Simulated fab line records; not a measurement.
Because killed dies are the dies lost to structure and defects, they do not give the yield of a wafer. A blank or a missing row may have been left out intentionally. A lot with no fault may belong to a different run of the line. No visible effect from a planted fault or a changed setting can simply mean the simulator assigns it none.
2 desks looking at one fault | flow rit_cmos | each desk holds nothing but its own numbers, with what lay behind them at the end

== THE METROLOGY DESK ==
What the gauges read for every lot (on any tool): the sampled wafers with a number, averaged. If a lot's mean is further than 4 standard deviations from the usual mean, the lot is out of limits and carries the mark OUT (the distance appears in the brackets).
Columns: A = cd_nm at RIT_ACTIVE_CD_MEAS_90, usual 1400.0 nm; B = REOX_OXIDE_THK at RIT_REOX_THK_MEAS_04, usual 25.3 nm; C = PSD_OVL at RIT_PSD_OVL_MEAS_06, usual 1.1 nm
lot  | first seen here | A      | B               | C
L151 | day 1 15:27     | 1398.1 | 25.6            | 0.3
L153 | day 2 02:15     | 1395.3 | 24.7            | 2.8
L154 | day 2 07:27     | 1398.9 | 25.6            | -0.2
L155 | day 2 13:10     | 1400.6 | 25.9            | 0.1
L156 | day 2 18:47     | 1399.7 | 25.5            | 2.0
L157 | day 2 23:28     | 1399.9 | 20.1 (-9.8) OUT | 2.5
L158 | day 3 06:55     | 1402.6 | 20.1 (-9.7) OUT | 2.2
L159 | day 3 08:59     | 1400.7 | 19.2 (-12) OUT  | 0.5
L166 | day 4 21:10     | 1401.5 | 26.0            | 3.2
L167 | day 5 00:44     | 1400.6 | 24.8            | 1.4
L168 | day 5 04:10     | 1403.2 | 24.9            | 0.9
L171 | day 5 20:14     | 1400.7 | 25.0            | 0.6
L172 | day 6 00:35     | 1401.1 | 25.8            | 0.1
L173 | day 6 06:14     | 1397.3 | 25.1            | 0.3
L174 | day 6 12:02     | 1397.3 | 24.8            | 1.9
Finding of this desk: L157, L158, L159 out of limits, first seen on L157 at day 4 12:13 (REOX_OXIDE_THK at RIT_REOX_THK_MEAS_04). L151, L153, L154, L155, L156, L166, L167, L168, L171, L172, L173, L174: within limits.

== THE TOOL OWNER'S DESK: furnace-03 ==
The tool's own readings at RIT_REOX_OXIDATION_03 (target thk 25.2 nm, ox time 5580 s): means of the sampled wafers that have a number, for each lot that ran on this tool. If a lot's mean is further than 4 standard deviations from the usual mean, the lot is out of limits and carries the mark OUT (the distance appears in the brackets).
Columns: A = spike_tc_centre_C at RIT_REOX_OXIDATION_03, usual 903.4 C; B = spike_tc_load_C at RIT_REOX_OXIDATION_03, usual 925.3 C; C = spike_tc_source_C at RIT_REOX_OXIDATION_03, usual 922.3 C; D = tube_center_temp_C at RIT_REOX_OXIDATION_03, usual 900.01 C; E = tube_center_temp_C_max at RIT_REOX_OXIDATION_03, usual 902.3
lot  | first seen here | A               | B               | C               | D                        | E
L151 | day 2 22:26     | 902.9           | 927.5           | 918.8           | 899.95                   | 902.4
L156 | day 4 06:51     | 902.6           | 927.2           | 918.7           | 899.95                   | 902.2
L157 | day 4 09:39     | 878.5 (-21) OUT | 901.7 (-15) OUT | 893.4 (-12) OUT | 874.94 (-99 or more) OUT | 876.9 (-67) OUT
L158 | day 4 13:31     | 877.8 (-21) OUT | 902.2 (-14) OUT | 893.4 (-12) OUT | 875.03 (-99 or more) OUT | 877.6 (-65) OUT
L159 | day 4 13:31     | 876.3 (-23) OUT | 901.4 (-15) OUT | 892.2 (-12) OUT | 874.95 (-99 or more) OUT | 877.1 (-66) OUT
Finding of this desk: L157, L158, L159 out of limits; the first was L157 at day 4 09:39, on spike_tc_centre_C at RIT_REOX_OXIDATION_03. L151, L156: within limits.

== TAKEN TOGETHER ==
The tool owner's desk had the chance to raise an alarm at day 4 09:39 on L157, L158, L159.
L157, L158, L159 would have let the metrology desk raise an alarm at day 4 12:13.
On furnace-03, each named lot ran RIT_REOX_OXIDATION_03.

== WHAT THE SIMULATOR PUT IN ==
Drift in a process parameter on furnace-03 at RIT_REOX_OXIDATION_03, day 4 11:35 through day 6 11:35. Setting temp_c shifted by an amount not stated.
Shown lots that were struck: L157, L158, L159.
